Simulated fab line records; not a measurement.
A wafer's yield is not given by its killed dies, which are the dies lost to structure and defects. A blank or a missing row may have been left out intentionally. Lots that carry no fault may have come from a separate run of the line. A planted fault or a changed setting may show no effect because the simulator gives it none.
fab line records -- flow rit-cmos
record: lots: 6, wafers: 18, last-day: 6
route steps=202 shown FOX2@25 NWELL@28 PWELL@39 WELLDRIVE@50
lots untouched by any fault: they come from a run of this same line in which no faults occurred
start-h: start of the lot's first displayed wafer, in hours after the record's first day -- wait-h: how many hours have passed since the lot's step before this one -- " the same as in the row above -- L1.1+2: several wafers, shown together as one row -- - value missing, or start not given -- * or withheld: withheld -- < > ~ a bound
route shown NAME@n: NAME is a module with steps in the file, n the number in the route of the first one -- usual: mean/standard deviation of fault-free wafers -- same: alike in all rows -- chamber/n: place in a boat -- sites: the reading at each site -- _std_site: the values' standard deviation -- _edge_site: outer sites' mean less inner sites' -- radius-mm: for every site, how far away it sits from the centre of the wafer -- mask NAME#n: copy n -- behind: the most recent tool/chamber to have shaped the wafer -- hold: cause of the lot's hold/its duration in hours/its outcome -- device: the transistor (n, p or np) that didn't switch -- end of line: the same wafers' tests at the end of the route -- a step with no rows: only its recipe -- killed: the dies lost at the first sort to structure and to defects; this is not the yield of the wafer -- map: shows each die of a wafer: x if killed, . if not, _ if none is there
set.NAME: setting as actually run; set.NAME@STEP: the setting as run at that earlier step -- model.NAME: the simulator's own value behind a step, which no gauge read
lots at selected steps of the route; one table per step, one row per wafer
services: the hour from which a tool's chamber was out of use, counted from the record's first day as start-h (under 0 if before that day), plus the number of hours and why
== steps ==
step: RIT_FOX2_CLEAN_02
recipe: chemistry: dHF, dilution: 50:1, time-s: 180
step: RIT_FOX2_WET_ETCH_03
recipe: chemistry: H3PO4, target: Si3N4, target-depth-nm: 195, temp-c: 165, time-s: 2700
step: RIT_FOX2_THK_MEAS_90
recipe: reads: SiO2_of_FOX2_OXIDATION_00
usual: FIELD_OXIDE_LEFT_1_THK: 321/5.4
lot.wafer,tool,chamber,start-h,wait-h,FIELD_OXIDE_LEFT_1_THK[nm]
L850.3,film-metro-04,-,20.34,0.0,327
L850.4,film-metro-04,-,20.34,0.0,328
L850.5,film-metro-04,-,20.34,0.0,326
L854.2,film-metro-03,-,41.36,0.0,320
L854.3,film-metro-03,-,41.36,0.0,315
L854.6,film-metro-03,-,41.36,0.0,317
L856.1,film-metro-03,-,49.19,0.0,320
L856.2,film-metro-03,-,49.19,0.0,325
L856.6,film-metro-03,-,49.19,0.0,325
L857.2,film-metro-03,-,54.27,0.0,320
L857.4,film-metro-03,-,54.27,0.0,324
L857.6,film-metro-03,-,54.27,0.0,320
L866.2,film-metro-04,-,100.84,0.0,316
L866.3,film-metro-04,-,100.84,0.0,311
L866.4,film-metro-04,-,100.84,0.0,323
L868.2,film-metro-03,-,110.52,0.0,318
L868.4,film-metro-03,-,110.52,0.0,322
L868.6,film-metro-03,-,110.52,0.0,321
step: RIT_NWELL_HMDS_00
recipe: prime-time-s: 60, prime-temp-c: 140
step: RIT_NWELL_COAT_01
recipe: resist: NOVOLAK, spin-rpm: 2000, resist-thk-nm: 1300
step: RIT_NWELL_SOFTBAKE_02
recipe: resist: NOVOLAK, temp-c: 90, time-s: 60
step: RIT_NWELL_EXPOSE_03
recipe: mask-id: M2, na: 0.57, target-cd-nm: 43900, dose-mj: 250
step: RIT_NWELL_PEB_04
recipe: resist: NOVOLAK, temp-c: withheld, time-s: withheld
step: RIT_NWELL_DEVELOP_05
recipe: resist: NOVOLAK, develop-time-s: 68, dev-temp-c: 23.38
step: RIT_NWELL_OVL_MEAS_06
usual: NWELL_OVL: 0.7/1.7
lot.wafer,tool,chamber,start-h,wait-h,NWELL_OVL[nm]
L850.3,overlay-02,-,21.47,-,3.9
L850.4,overlay-02,-,21.47,-,3.9
L850.5,overlay-02,-,21.47,-,5.3
L854.2,overlay-02,-,42.71,-,2.9
L854.3,overlay-02,-,42.71,-,3.9
L854.6,overlay-02,-,42.71,-,2.9
L856.1,overlay-01,-,50.13,-,0.1
L856.2,overlay-01,-,50.13,-,-0.3
L856.6,overlay-01,-,50.13,-,0.0
L857.2,overlay-01,-,55.21,-,0.6
L857.4,overlay-01,-,55.21,-,-0.3
L857.6,overlay-01,-,55.21,-,-0.6
L866.2,overlay-02,-,101.78,-,0.1
L866.3,overlay-02,-,101.78,-,0.9
L866.4,overlay-02,-,101.78,-,1.1
L868.2,overlay-02,-,111.79,-,1.6
L868.4,overlay-02,-,111.79,-,1.2
L868.6,overlay-02,-,111.79,-,0.8
step: RIT_NWELL_HARDBAKE_07
recipe: resist: NOVOLAK, temp-c: 140, time-s: 120
step: RIT_NWELL_IMPLANT_08
recipe: species: P, energy-kev: 170, dose-cm2: 5e+13, tilt-deg: 7
step: RIT_NWELL_STRIP_09
recipe: chemistry: O2, time-s: 180, resist: NOVOLAK, platen-temp-c: withheld, power-w: 500, pressure-mtorr: 4000, o2-flow-sccm: 4000
usual: chamber-pressure-mTorr: 4000/3.6, drypump-motor-current-A: 5.6/0.61, o2-flow-sccm: 4000/11
lot.wafer,tool,chamber,start-h,wait-h,chamber-pressure-mTorr,drypump-motor-current-A,o2-flow-sccm,rf-hours-counter-h,model.NOVOLAK_of_NWELL_COAT_01.thk-nm
L850.3,plasma-asher-02,1,22.24,0.1,3996,6.5,4006,-,0
L850.4,plasma-asher-02,0,22.24,0.1,4001,6.0,4001,-,0
L850.5,plasma-asher-02,1,22.24,0.1,3998,6.5,4006,-,0
L854.2,plasma-asher-04,0,43.14,0.1,4002,6.2,3997,40,0
L854.3,plasma-asher-04,1,43.14,0.1,3995,5.0,4019,-,0
L854.6,plasma-asher-04,1,43.14,0.1,4007,5.0,3994,-,0
L856.1,plasma-asher-04,0,50.56,0.1,-,-,-,-,1139
L856.2,plasma-asher-04,1,50.56,0.1,-,-,-,-,1140
L856.6,plasma-asher-04,1,50.56,0.1,-,-,-,-,1136
L857.2,plasma-asher-04,1,55.64,0.1,-,-,-,-,1136
L857.4,plasma-asher-04,1,55.64,0.1,-,-,-,-,1141
L857.6,plasma-asher-04,1,55.64,0.1,-,-,-,-,1139
L866.2,plasma-asher-02,0,102.21,0.1,3996,6.0,3988,30,0
L866.3,plasma-asher-02,1,102.21,0.1,3997,6.6,4013,-,0
L866.4,plasma-asher-02,0,102.21,0.1,4014,6.0,4008,-,0
L868.2,plasma-asher-04,0,112.22,0.1,3999,6.1,3999,47,0
L868.4,plasma-asher-04,0,112.22,0.1,4000,6.1,4011,-,0
L868.6,plasma-asher-04,0,112.22,0.1,4003,6.1,4007,-,0
step: RIT_NWELL_TW_MEAS_10
usual: NWELL_TW: 2129/11
lot.wafer,tool,chamber,start-h,wait-h,NWELL_TW
L850.3,film-metro-03,-,22.38,0.1,2116
L850.4,film-metro-03,-,22.38,0.1,2117
L850.5,film-metro-03,-,22.38,0.1,2113
L854.2,film-metro-03,-,43.33,0.1,2117
L854.3,film-metro-03,-,43.33,0.1,2130
L854.6,film-metro-03,-,43.33,0.1,2117
L856.1,film-metro-01,-,50.74,0.1,2142
L856.2,film-metro-01,-,50.74,0.1,2132
L856.6,film-metro-01,-,50.74,0.1,2122
L857.2,film-metro-02,-,55.82,0.1,2126
L857.4,film-metro-02,-,55.82,0.1,2131
L857.6,film-metro-02,-,55.82,0.1,2126
L866.2,film-metro-02,-,102.40,0.1,2124
L866.3,film-metro-02,-,102.40,0.1,2143
L866.4,film-metro-02,-,102.40,0.1,2130
L868.2,film-metro-02,-,112.40,0.1,2116
L868.4,film-metro-02,-,112.40,0.1,2121
L868.6,film-metro-02,-,112.40,0.1,2134
step: RIT_PWELL_HMDS_00
recipe: prime-time-s: 60, prime-temp-c: 140
step: RIT_PWELL_COAT_01
recipe: resist: NOVOLAK, spin-rpm: 2000, resist-thk-nm: 1300
step: RIT_PWELL_SOFTBAKE_02
recipe: resist: NOVOLAK, temp-c: 89.22, time-s: 60
step: RIT_PWELL_EXPOSE_03
recipe: mask-id: M3, na: 0.57, target-cd-nm: 43700, dose-mj: 250
step: RIT_PWELL_PEB_04
recipe: resist: NOVOLAK, temp-c: withheld, time-s: withheld
step: RIT_PWELL_DEVELOP_05
recipe: resist: NOVOLAK, develop-time-s: 68, dev-temp-c: 23
step: RIT_PWELL_OVL_MEAS_06
usual: PWELL_OVL: -0.4/1.6
lot.wafer,tool,chamber,start-h,wait-h,PWELL_OVL[nm]
L850.3,overlay-02,-,23.31,-,0.9
L850.4,overlay-02,-,23.31,-,-1.1
L850.5,overlay-02,-,23.31,-,-0.9
L854.2,overlay-01,-,44.26,-,-1.1
L854.3,overlay-01,-,44.26,-,-2.2
L854.6,overlay-01,-,44.26,-,-1.1
L856.1,overlay-01,-,51.81,-,-0.2
L856.2,overlay-01,-,51.81,-,-0.9
L856.6,overlay-01,-,51.81,-,0.0
L857.2,overlay-01,-,56.76,-,0.5
L857.4,overlay-01,-,56.76,-,0.7
L857.6,overlay-01,-,56.76,-,-1.5
L866.2,overlay-01,-,103.51,-,-2.5
L866.3,overlay-01,-,103.51,-,-0.3
L866.4,overlay-01,-,103.51,-,-0.1
L868.2,overlay-01,-,113.34,-,0.1
L868.4,overlay-01,-,113.34,-,-0.3
L868.6,overlay-01,-,113.34,-,0.7
step: RIT_PWELL_HARDBAKE_07
recipe: resist: NOVOLAK, temp-c: 140, time-s: 120
step: RIT_PWELL_IMPLANT_08
recipe: species: B, energy-kev: 170, dose-cm2: 7e+13, tilt-deg: 7
step: RIT_PWELL_STRIP_09
recipe: chemistry: O2, time-s: 180, resist: NOVOLAK, platen-temp-c: withheld, power-w: 500, pressure-mtorr: 4000, o2-flow-sccm: 4000
usual: chamber-pressure-mTorr: 4000/3.5, drypump-motor-current-A: 5.4/0.5, o2-flow-sccm: 4003/12
lot.wafer,tool,chamber,start-h,wait-h,chamber-pressure-mTorr,drypump-motor-current-A,o2-flow-sccm,rf-hours-counter-h
L850.3,plasma-asher-04,1,23.79,0.1,3999,5.0,4022,-
L850.4,plasma-asher-04,0,23.79,0.1,3999,6.2,3998,-
L850.5,plasma-asher-04,0,23.79,0.1,3995,6.2,4001,-
L854.2,plasma-asher-04,0,44.69,0.1,3997,6.1,4014,40
L854.3,plasma-asher-04,0,44.69,0.1,4001,6.1,4003,-
L854.6,plasma-asher-04,0,44.69,0.1,3995,6.2,3997,-
L856.1,plasma-asher-03,1,52.25,0.1,4000,5.0,4017,42
L856.2,plasma-asher-03,0,52.25,0.1,4008,5.7,4007,42
L856.6,plasma-asher-03,1,52.25,0.1,3994,4.9,3994,-
L857.2,plasma-asher-04,1,57.19,0.1,3994,5.0,3982,42
L857.4,plasma-asher-04,1,57.19,0.1,4003,5.0,3991,-
L857.6,plasma-asher-04,0,57.19,0.1,3999,6.2,3994,-
L866.2,plasma-asher-04,0,103.94,0.1,3995,6.2,4003,46
L866.3,plasma-asher-04,1,103.94,0.1,4001,5.0,4000,-
L866.4,plasma-asher-04,0,103.94,0.1,4000,6.2,3994,-
L868.2,plasma-asher-04,0,113.77,0.1,3999,6.2,3987,47
L868.4,plasma-asher-04,0,113.77,0.1,3996,6.2,3977,-
L868.6,plasma-asher-04,1,113.77,0.1,4001,5.0,4005,-
step: RIT_PWELL_TW_MEAS_10
usual: PWELL_TW: 946/5.5
lot.wafer,tool,chamber,start-h,wait-h,PWELL_TW
L850.3,film-metro-03,-,23.93,0.1,942
L850.4,film-metro-03,-,23.93,0.1,945
L850.5,film-metro-03,-,23.93,0.1,946
L854.2,film-metro-02,-,44.88,0.1,949
L854.3,film-metro-02,-,44.88,0.1,952
L854.6,film-metro-02,-,44.88,0.1,957
L856.1,film-metro-01,-,52.42,0.1,30
L856.2,film-metro-01,-,52.42,0.1,30
L856.6,film-metro-01,-,52.42,0.1,30
L857.2,film-metro-02,-,57.37,0.1,30
L857.4,film-metro-02,-,57.37,0.1,30
L857.6,film-metro-02,-,57.37,0.1,30
L866.2,film-metro-03,-,104.13,0.1,951
L866.3,film-metro-03,-,104.13,0.1,944
L866.4,film-metro-03,-,104.13,0.1,950
L868.2,film-metro-03,-,113.95,0.1,945
L868.4,film-metro-03,-,113.95,0.1,948
L868.6,film-metro-03,-,113.95,0.1,949
step: RIT_WELLDRIVE_ANNEAL_00
recipe: temp-c: 1100, time-s: 14700, ambient: N2
== services ==
tool,chamber,start-h,hours,kind
plasma-asher-03,-,12.93,5.3,repair
plasma-asher-02,-,31.32,2.8,pm
plasma-asher-03,-,63.43,0.4,repair
== key ==
first-sign: step: RIT_NWELL_STRIP_09, reading: tool-record, direction: missing
effect: step: RIT_PWELL_TW_MEAS_10, reading: PWELL_TW, direction: down, sigmas: 99+, usual: 946, struck: 30
model-effect: step: RIT_NWELL_STRIP_09, value: NOVOLAK_of_NWELL_COAT_01.thk-nm, without: 0, struck: 1139
met-at RIT_NWELL_STRIP_09
struck-wafers L856.1,L856.2,L856.6,L857.2,L857.4,L857.6
later-rows-left-out L856.1,L856.2,L856.6,L857.2,L857.4,L857.6
sort-left-out L856.1,L856.2,L856.6,L857.2,L857.4,L857.6
tester-left-out L856,L857
onset-between 43.14 50.56
fault: kind: skipped-step-whole, tool: plasma-asher-04, chamber: -, onset-h: 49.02, steps: RIT_NWELL_STRIP_09, scope: struck-lots-only
tester-left-out: of these lots the tester's yield and bins aren't shown, on N5 and GAA mostly nor the transistor test; their killed dies are dies lost to structure and defects alone, not to doping, threshold or leakage, so they don't give the yield
sort-left-out: the simulated sort isn't trusted on such a fault, so these wafers' sort isn't shown, and their yield isn't known
later-rows-left-out: the simulator's readings of these wafers behind a module that went badly wrong aren't trusted and aren't shown, but for the sort
